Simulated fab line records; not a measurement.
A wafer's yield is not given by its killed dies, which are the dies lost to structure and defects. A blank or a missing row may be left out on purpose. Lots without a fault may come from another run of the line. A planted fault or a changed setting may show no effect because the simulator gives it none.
Split-lot study    flow berkeley_cmos170    route with 331 steps; 5 lots, 23 wafers read

ABOUT THE SPLIT
At UCB170_NVT_IMPLANT_07, the setting energy_kev was moved away from the recipe's 50 on 6 of the 23 wafers read, by -4.7% to +3.3%. All remaining wafers had this setting at the recipe value.

Reading taken at the split's own step.

THE READING
implant.drp_nm (the simulator's own value, which no gauge read), in nm, at UCB170_NVT_IMPLANT_07. The file does not state a usual value for it.

wafer   tool, chamber at the split  energy_kev as run  against the recipe  implant.drp_nm, nm  against lot-mates on the recipe
L075.1  implanter-04, 0             50                 recipe              18.57               -
L075.2  implanter-04, 0             50                 recipe              18.57               -
L075.4  implanter-04, 0             50                 recipe              18.57               -
L075.5  implanter-04, 0             50                 recipe              18.57               -
L075.6  implanter-04, 0             50                 recipe              18.57               -
L080.1  implanter-01, 0             50                 recipe              18.57               -
L080.2  implanter-01, 0             50                 recipe              18.57               -
L080.5  implanter-01, 0             50                 recipe              18.57               -
L080.4  implanter-01, 0             48.74              -2.5%               18.23               -0.34
L080.6  implanter-01, 0             48.74              -2.5%               18.23               -0.34
L081.1  implanter-02, 0             51.63              +3.3%               19.01               +0.44
L081.5  implanter-02, 0             51.63              +3.3%               19.01               +0.44
L081.2  implanter-02, 0             50                 recipe              18.57               -
L081.3  implanter-02, 0             50                 recipe              18.57               -
L081.4  implanter-02, 0             50                 recipe              18.57               -
L085.1  implanter-02, 0             47.66              -4.7%               17.94               -0.63
L085.4  implanter-02, 0             47.66              -4.7%               17.94               -0.63
L085.3  implanter-02, 0             50                 recipe              18.57               -
L085.5  implanter-02, 0             50                 recipe              18.57               -
L085.6  implanter-02, 0             50                 recipe              18.57               -
L083.3  implanter-01, 0             50                 recipe              18.57               -
L083.4  implanter-01, 0             50                 recipe              18.57               -
L083.5  implanter-01, 0             50                 recipe              18.57               -

THE FIT
A straight line over all 23 wafers: implant.drp_nm changes by +0.135 nm for each +1% of energy_kev; r = +1.00; the points scatter about the line by 0.00031 nm.
The same after taking each lot's own level away (the mean of its wafers on the recipe; 23 wafers): +0.135 nm for each +1%; r = +1.00; scatter 0.00031 nm.
Per that fit: largest energy_kev move, reading shift of 0.63 nm.
The lots' own levels span 18.570 to 18.570 nm.
The two slopes are in agreement: the lot-to-lot level therefore moves the slope only a little.
Check: -0.631 nm against its lot-mates is what the line predicts for one of the wafers moved furthest among these (-4.7%) when that wafer is left out of the fit. It came out at -0.63 nm against them.

THESE WAFERS: OTHER SPLITS
Note: prior to the reading, these wafers also went through further splits. Each is held against what the fit with the lots' levels taken away leaves over:
other split on the same wafers          wafers away from the commonest value  r with implant.drp_nm (lot level and that fit taken away)
UCB170_START_OXIDATION_02 temp_c        18                                    -0.02
UCB170_NWELL_COAT_07 spin_rpm           12                                    -0.08
UCB170_NWELL_DEVELOP_11 develop_time_s  6                                     -0.10
UCB170_PWELL_IMPLANT_15 energy_kev      10                                    -0.03
UCB170_ACTIVE_CVD_05 time_s             15                                    -0.32
UCB170_ACTIVE_ETCH_15 time_s            10                                    -0.43
UCB170_PFIELD_COAT_01 spin_rpm          11                                    +0.29
UCB170_PFIELD_EXPOSE_03 dose_mj         6                                     -0.06

THE WHOLE CHAIN: every reading that the file lists as answering this split, in the file's order
step                   what it does  reading                                                          change (the file's fit)                r (the file's)
UCB170_NVT_IMPLANT_07                implant.rp_nm (the simulator's own value, which no gauge read)   +0.361 nm for each +1% of the setting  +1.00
UCB170_NVT_IMPLANT_07                implant.drp_nm (the simulator's own value, which no gauge read)  +0.134 nm for each +1% of the setting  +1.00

FILE'S OWN FIT
implant.drp_nm changes by +0.134 nm for each +1% of energy_kev, r = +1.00.
